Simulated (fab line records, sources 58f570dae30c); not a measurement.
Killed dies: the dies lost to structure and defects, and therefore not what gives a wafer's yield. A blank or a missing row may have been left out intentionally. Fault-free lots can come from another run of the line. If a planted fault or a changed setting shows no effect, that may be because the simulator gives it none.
What tool caused it? ; flow berkeleyCmos170 ; Sampling: 7 lots, 21 wafers, 4 of 331 route steps

== WHAT THE GAUGES READ, wafer by wafer ==
UCB170_NVT_TW_MEAS_09.
lot;measured;on;NVT_TW
L550;day 6 22:40;filmMetro-03;518.6 520.2 517.5
L553;day 7 14:17;filmMetro-04;525.3 527.6 525.9
L557;day 8 04:21;filmMetro-04;519.6 522.0 522.4
L558;day 8 05:04;filmMetro-04;521.9 521.9 520.5
L566;day 10 10:19;filmMetro-01;267.3 263.6 260.8
L570;day 11 05:22;filmMetro-03;521.0 521.6 521.2
L572;day 11 14:30;filmMetro-04;522.4 521.7 521.5

== WHAT TOOL EACH LOT RAN ON (gives the tool, then ch and the chambers of the sampled wafers, and finally the start) ==
lot;UCB170_NWELL_ETCH_13;UCB170_NWELL_STRIP_15;UCB170_NVT_IMPLANT_07
L550;rieDiel-01 ch 0,2,3, day 2 15:20;plasmaAsher-02 ch 0,1, day 2 15:35;implanter-03 ch 0, day 6 22:25
L553;rieDiel-01 ch 0,3, day 3 10:53;plasmaAsher-01 ch 0,1, day 3 11:08;implanter-01 ch 0, day 7 14:02
L557;rieDiel-01 ch 0,2,3, day 4 04:54;plasmaAsher-04 ch 0,1, day 4 05:09;implanter-01 ch 0, day 8 04:07
L558;rieDiel-02 ch 1,2,3, day 4 05:22;plasmaAsher-01 ch 0,1, day 4 05:37;implanter-03 ch 0, day 8 04:49
L566;rieDiel-03 ch 0,2,3, day 6 03:01;plasmaAsher-04 ch 0,1, day 6 03:16;implanter-03 ch 0, day 10 10:04
L570;rieDiel-01 ch 0,2,3, day 7 02:39;plasmaAsher-02 ch 0,1, day 7 02:55;implanter-04 ch 0, day 11 05:07
L572;rieDiel-01 ch 0,1,3, day 7 14:07;plasmaAsher-02 ch 0,1, day 7 14:23;implanter-04 ch 0, day 11 14:17
- UCB170_NWELL_ETCH_13: etches Si3N4 in CH3F/Ar/O2, stops on SiO2, target depth 246.4 nm, time 154 s.
- UCB170_NWELL_STRIP_15: strips in O2.
- UCB170_NVT_IMPLANT_07

== THE ANSWER, worked out from the rows above alone ==
Rule: usual is defined by the lots themselves. The widest of any qualifying gaps counts: lots, ordered by their means at a reading, are off when they make up no more than a third of the lots, leave a main group of 4 or more, and stand apart from it by 3 or more times the standard deviation of that group's means. A main group whose means are all the same, to the digits that the tables above print for the reading, isn't used. A lot without any number at a reading at which 4 lots or more have one is off too. Where the step has rows for the other lots, those lots are counted as sound.
Off: at UCB170_NVT_TW_MEAS_09 (NVT_TW), L566. For the main group the mean is 521.8 and the standard deviation 2.2.
A tool fits if, at a process step before that reading, it ran every lot that is off, and no sound lot after the first of them. The gauges at UCB170_NVT_TW_MEAS_09 are tried like those tools. Can't be told from this: 4 tools fit, rieDiel-03 at UCB170_NWELL_ETCH_13, plasmaAsher-04 at UCB170_NWELL_STRIP_15, implanter-03 at UCB170_NVT_IMPLANT_07, filmMetro-01 at UCB170_NVT_TW_MEAS_09.

== WHAT THE SIMULATOR HAD INSERTED ==
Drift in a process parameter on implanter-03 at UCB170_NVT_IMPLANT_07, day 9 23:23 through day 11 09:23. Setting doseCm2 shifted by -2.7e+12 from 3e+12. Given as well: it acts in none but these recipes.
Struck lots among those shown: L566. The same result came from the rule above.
